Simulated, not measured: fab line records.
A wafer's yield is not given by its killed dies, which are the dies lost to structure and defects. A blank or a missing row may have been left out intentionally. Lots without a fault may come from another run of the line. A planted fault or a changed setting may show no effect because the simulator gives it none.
Split-lot experiment -- flow berkeley-cmos170 -- on a route of 331 steps: 5 lots, 23 wafers read

## SPLIT DETAILS
At UCB170_M3_SPUTTER_01 (material Al, target thk 900 nm, time 120 s), the setting power-w was moved away from the recipe's 6000 W on 4 of the 23 wafers read, by -9.6% to +4.1%. All remaining wafers had this setting at the recipe value.

## FROM THE SPLIT ON TO THE READING: in between, the file shows 1 step
- UCB170_M3_RS_MEAS_02: measures by four-point-probe

## THE READING
M3_AL_THK, in nm, at UCB170_M3_THK_MEAS_03 (measures by xrf). A value of 895 nm with a standard deviation of 12 nm is what fault-free wafers of this fab line usually give.

wafer,"tool, chamber at the split","power-w as run, W",against the recipe,"M3_AL_THK, nm",against lot-mates on the recipe
L075.1,"pvd-sputter-01, -",6000,recipe,866,-
L075.2,"pvd-sputter-01, -",6000,recipe,887,-
L075.3,"pvd-sputter-01, -",6000,recipe,868,-
L075.4,"pvd-sputter-01, -",6000,recipe,874,-
L075.5,"pvd-sputter-01, -",6000,recipe,879,-
L079.1,"pvd-sputter-02, -",6000,recipe,879,-
L079.2,"pvd-sputter-02, -",6000,recipe,881,-
L079.3,"pvd-sputter-02, -",6000,recipe,880,-
L079.4,"pvd-sputter-02, -",6000,recipe,895,-
L079.6,"pvd-sputter-02, -",6000,recipe,886,-
L080.2,"pvd-sputter-02, -",6000,recipe,911,-
L080.3,"pvd-sputter-02, -",6000,recipe,903,-
L080.4,"pvd-sputter-02, -",6000,recipe,910,-
L081.1,"pvd-sputter-04, -",6245,+4.1%,935,+32
L081.3,"pvd-sputter-04, -",6000,recipe,912,-
L081.4,"pvd-sputter-04, -",6000,recipe,904,-
L081.5,"pvd-sputter-04, -",6245,+4.1%,923,+20
L081.6,"pvd-sputter-04, -",6000,recipe,892,-
L082.1,"pvd-sputter-02, -",5425,-9.6%,832,-81
L082.2,"pvd-sputter-02, -",5425,-9.6%,828,-85
L082.4,"pvd-sputter-02, -",6000,recipe,911,-
L082.5,"pvd-sputter-02, -",6000,recipe,912,-
L082.6,"pvd-sputter-02, -",6000,recipe,917,-

FIT RESULTS
A straight line over all 23 wafers: M3_AL_THK changes by +6.97 nm for each +1% of power-w; r = +0.82; the points scatter about the line by 16 nm.
The same after taking each lot's own level away (the mean of its wafers on the recipe; 23 wafers): +8.3 nm for each +1%; r = +0.97; scatter 6.6 nm.
That fit puts the effect of the largest move of power-w on the reading at 80 nm.
The span of the lots' own levels, 874.8 to 913.3 nm, comes to 3.2 times the standard deviation stated above.
So the lot-to-lot level changes the slope: the two fits differ.
Check: with one of the wafers moved furthest among these (-9.6%) left out of the fit, the line predicts -79.9 nm for it against its lot-mates. It came out at -81.3 nm against them.

## OTHER SPLITS APPLIED TO THESE WAFERS
Note: prior to the reading, these wafers also went through further splits. Each is held against what the fit with the lots' levels taken away leaves over:
other split on the same wafers,wafers away from the commonest value,r with M3_AL_THK (lot level and that fit taken away)
UCB170_M2_SPUTTER_01 power-w,6,-0.07
UCB170_M2_COAT_10 resist-thk-nm,7,-0.02
UCB170_M2_METAL_ETCH_18 icp-w,8,-0.02
UCB170_V2_COAT_07 resist-thk-nm,11,-0.10

## THE WHOLE CHAIN: every reading that the file lists as answering this split, in the file's order
step,what it does,reading,change (the file's fit),r (the file's)
UCB170_M3_SPUTTER_01,"material Al, target thk 900 nm, time 120 s","Al_of_M3_SPUTTER_01.thk-nm (the simulator's own value, which no gauge read)",+8.31 nm for each +1% of the setting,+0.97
UCB170_M3_RS_MEAS_02,measures by four-point-probe,M3_AL_RS,-0.00032 for each +1% of the setting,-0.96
UCB170_M3_THK_MEAS_03,measures by xrf,M3_AL_THK,+8.36 for each +1% of the setting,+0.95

## THE FILE'S OWN FIT
M3_AL_THK changes by +8.36 nm for each +1% of power-w, r = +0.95.
